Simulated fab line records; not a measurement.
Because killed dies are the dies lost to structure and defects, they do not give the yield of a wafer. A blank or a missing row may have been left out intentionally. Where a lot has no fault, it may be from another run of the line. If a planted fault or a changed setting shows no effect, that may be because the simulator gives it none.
Which tool was responsible? | flow rit-cmos | 7 lots with 21 wafers sampled at 3 steps, on a route of 202 steps

## WHAT THE GAUGES SHOWED, per wafer
RIT_SDANNEAL_RS_MEAS_06: uses a four-point probe to measure.
lot  | measured    | on            | PLDD_RS (ohm/sq)
L750 | day 3 08:49 | film-metro-04 | 179.2 179.4 178.9
L753 | day 4 00:50 | film-metro-04 | 179.7 179.3 179.1
L755 | day 4 08:40 | film-metro-02 | 178.6 177.8 178.2
L758 | day 5 01:42 | film-metro-01 | 178.2 178.4 178.5
L765 | day 6 14:17 | film-metro-04 | 179.3 179.3 179.2
L767 | day 7 08:20 | film-metro-04 | 178.8 178.5 179.0
L772 | day 8 11:18 | film-metro-04 | 178.3 178.7 178.4

## EACH LOT AND THE TOOL THAT RAN IT (in order: tool; ch and the chambers of the sampled wafers; start)
lot  | RIT_NRETRO_STRIP_09                 | RIT_SDANNEAL_CLEAN_00
L750 | plasma-asher-01 ch 0,1, day 2 10:29 | wet-bench-01 ch 1, day 3 08:06
L753 | plasma-asher-03 ch 0,1, day 3 04:07 | wet-bench-02 ch 0, day 4 00:10
L755 | plasma-asher-01 ch 0,1, day 3 12:55 | wet-bench-02 ch 2, day 4 07:58
L758 | plasma-asher-03 ch 0,1, day 4 05:31 | wet-bench-03 ch 1, day 5 01:01
L765 | plasma-asher-04 ch 0,1, day 5 16:31 | wet-bench-01 ch 1, day 6 13:37
L767 | plasma-asher-04 ch 0,1, day 6 05:25 | wet-bench-03 ch 1, day 7 07:38
L772 | plasma-asher-01 ch 0,1, day 7 11:00 | wet-bench-02 ch 2, day 8 10:37
- RIT_NRETRO_STRIP_09: strips in O2, time 180 s.
- RIT_SDANNEAL_CLEAN_00: cleans in SC1, time 600 s.

## THE ANSWER, worked out from the rows above alone
Rule: the lots themselves supply what counts as usual. Put in order of their means at a reading, lots are off if they are a third of the lots or fewer, leave a main group of 4 or more, and stand apart from it by a gap of 3 or more times the standard deviation of the main group's means; of several such gaps the widest counts. A main group is skipped when, at the precision printed for the reading in the tables above, its means are all equal. Also off: a lot with no number at a reading for which 4 or more lots have one. Where the step has rows for the other lots, those lots are counted as sound.
Across all readings shown, no lot is off: no conclusion can be drawn from this.

## WHAT THE SIMULATOR PUT IN
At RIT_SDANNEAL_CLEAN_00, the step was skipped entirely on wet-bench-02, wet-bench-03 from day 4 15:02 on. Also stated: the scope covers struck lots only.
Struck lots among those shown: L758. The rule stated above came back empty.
